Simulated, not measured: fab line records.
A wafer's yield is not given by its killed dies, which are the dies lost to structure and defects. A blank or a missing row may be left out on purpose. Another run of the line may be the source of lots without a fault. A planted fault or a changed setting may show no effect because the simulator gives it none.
Lot-split experiment + flow ritCmos + 23 wafers read across 5 lots, on a route 202 steps long

## SPLIT DETAILS
At RIT_GATE_COAT_11 (resist thk 850 nm), the setting resistThkNm was moved away from the recipe's 850 nm on 6 of the 23 wafers read, by -5.7% to +3.5%. This setting was run at the recipe's value on the other wafers.

## FROM THE SPLIT TO THE READING: what the file shows between them, 8 steps
- RIT_GATE_SOFTBAKE_12: time 60 s
- RIT_GATE_EXPOSE_13: exposes mask M6, target cd 150 nm
- RIT_GATE_PEB_14
- RIT_GATE_DEVELOP_15: develop time 50 s
- RIT_GATE_CD_MEAS_16: target cd 150 nm
- RIT_GATE_HARDBAKE_18: time 60 s
- RIT_GATE_ETCH_19: etches poly-Si in SF6/CHF3/O2, stops on SiO2, time 165 s, target depth 312.5 nm (also split here: timeS)
- RIT_GATE_STRIP_20: strips in O2, time 180 s

## THE READING
cdNm at RIT_GATE_CD_MEAS_90, given in nm (cd target 150 nm). Typical for fault-free wafers on this fab line: 148.8 nm, with standard deviation 2.7 nm.

| wafer  | tool, chamber at the split | resistThkNm as run, nm | against the recipe | cdNm, nm | against lot-mates on the recipe |
|--------|----------------------------|------------------------|--------------------|----------|---------------------------------|
| L074.1 | lithoTrack-03, 0           | 850                    | recipe             | 149.3    | -                               |
| L074.2 | lithoTrack-03, 0           | 879.5                  | +3.5%              | 152.7    | +3.8                            |
| L074.4 | lithoTrack-03, 0           | 850                    | recipe             | 148.0    | -                               |
| L074.5 | lithoTrack-03, 0           | 850                    | recipe             | 149.5    | -                               |
| L074.6 | lithoTrack-03, 0           | 879.5                  | +3.5%              | 155.3    | +6.4                            |
| L076.1 | lithoTrack-03, 0           | 801.3                  | -5.7%              | 138.4    | -9.8                            |
| L076.2 | lithoTrack-03, 0           | 850                    | recipe             | 146.7    | -                               |
| L076.3 | lithoTrack-03, 0           | 850                    | recipe             | 148.0    | -                               |
| L076.4 | lithoTrack-03, 0           | 850                    | recipe             | 149.9    | -                               |
| L076.6 | lithoTrack-03, 0           | 801.3                  | -5.7%              | 138.0    | -10.2                           |
| L079.1 | lithoTrack-03, 0           | 850                    | recipe             | 150.8    | -                               |
| L079.2 | lithoTrack-03, 0           | 850                    | recipe             | 151.2    | -                               |
| L079.3 | lithoTrack-03, 0           | 850                    | recipe             | 150.4    | -                               |
| L084.1 | lithoTrack-01, 0           | 813.4                  | -4.3%              | 146.4    | -4.4                            |
| L084.2 | lithoTrack-01, 0           | 850                    | recipe             | 149.1    | -                               |
| L084.3 | lithoTrack-01, 0           | 850                    | recipe             | 151.3    | -                               |
| L084.4 | lithoTrack-01, 0           | 850                    | recipe             | 152.0    | -                               |
| L084.6 | lithoTrack-01, 0           | 813.4                  | -4.3%              | 144.7    | -6.1                            |
| L085.2 | lithoTrack-02, 0           | 850                    | recipe             | 145.3    | -                               |
| L085.3 | lithoTrack-02, 0           | 850                    | recipe             | 147.3    | -                               |
| L085.4 | lithoTrack-02, 0           | 850                    | recipe             | 146.0    | -                               |
| L085.5 | lithoTrack-02, 0           | 850                    | recipe             | 144.0    | -                               |
| L085.6 | lithoTrack-02, 0           | 850                    | recipe             | 144.6    | -                               |

THE FIT
A straight line over all 23 wafers: cdNm changes by +1.44 nm for each +1% of resistThkNm; r = +0.81; the points scatter about the line by 2.5 nm.
The same after taking each lot's own level away (the mean of its wafers on the recipe; 23 wafers): +1.54 nm for each +1%; r = +0.95; scatter 1.2 nm.
On that fit, the largest move of resistThkNm shifts the reading by 8.8 nm.
Across the lots, their own levels run from 145.44 to 150.80 nm, a range of 2.0 times the standard deviation given above.
The two slopes are in agreement: the lot-to-lot level therefore moves the slope only a little.
Check: for one of the wafers moved furthest among these (-5.7%), held out of the fit, the line's prediction against its lot-mates is -8.45 nm. Against them it came out at -9.8 nm.

## THE OTHER SPLITS THESE WAFERS WENT THROUGH
Before the reading, these wafers also passed through other splits. Each is held against what the fit with the lots' levels taken away leaves over:
| other split on the same wafers     | wafers away from the commonest value | r with cdNm (lot level and that fit taken away) |
|------------------------------------|--------------------------------------|-------------------------------------------------|
| RIT_ACTIVE_OXIDATION_01 oxTimeS    | 10                                   | -0.13                                           |
| RIT_FOX2_OXIDATION_00 tempC        | 18                                   | +0.28                                           |
| RIT_NWELL_IMPLANT_08 energyKev     | 4                                    | +0.01                                           |
| RIT_NRETRO_COAT_01 spinRpm         | 8                                    | +0.14                                           |
| RIT_NRETRO_DEVELOP_05 developTimeS | 10                                   | +0.06                                           |
| RIT_GATE_CLEAN_01 timeS            | 10                                   | -0.26                                           |
| RIT_GATE_ETCH_19 timeS             | 9                                    | +0.41                                           |

## THE WHOLE CHAIN: every reading that the file lists as answering this split, in the file's order
| step                 | what it does                                                                    | reading                                                                        | change (the file's fit)              | r (the file's) |
|----------------------|---------------------------------------------------------------------------------|--------------------------------------------------------------------------------|--------------------------------------|----------------|
| RIT_GATE_COAT_11     | resist thk 850 nm                                                               | NOVOLAK_of_GATE_COAT_11.thkNm (the simulator's own value, which no gauge read) | +8.32 nm for each +1% of the setting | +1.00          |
| RIT_GATE_CD_MEAS_16  | target cd 150 nm                                                                | cdNm                                                                           | +1.59 nm for each +1% of the setting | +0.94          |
| RIT_GATE_HARDBAKE_18 | time 60 s                                                                       | NOVOLAK_of_GATE_COAT_11.thkNm (the simulator's own value, which no gauge read) | +7.28 nm for each +1% of the setting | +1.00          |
| RIT_GATE_ETCH_19     | etches poly-Si in SF6/CHF3/O2, stops on SiO2, time 165 s, target depth 312.5 nm | NOVOLAK_of_GATE_COAT_11.thkNm (the simulator's own value, which no gauge read) | +7.64 nm for each +1% of the setting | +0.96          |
| RIT_GATE_ETCH_19     | etches poly-Si in SF6/CHF3/O2, stops on SiO2, time 165 s, target depth 312.5 nm | GATE.cdNm (the simulator's own value, which no gauge read)                     | +1.57 nm for each +1% of the setting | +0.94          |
| RIT_GATE_CD_MEAS_90  | target cd 150 nm                                                                | cdNm                                                                           | +1.54 nm for each +1% of the setting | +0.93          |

## THE FILE'S OWN FIT
cdNm changes by +1.54 nm for each +1% of resistThkNm, r = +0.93.
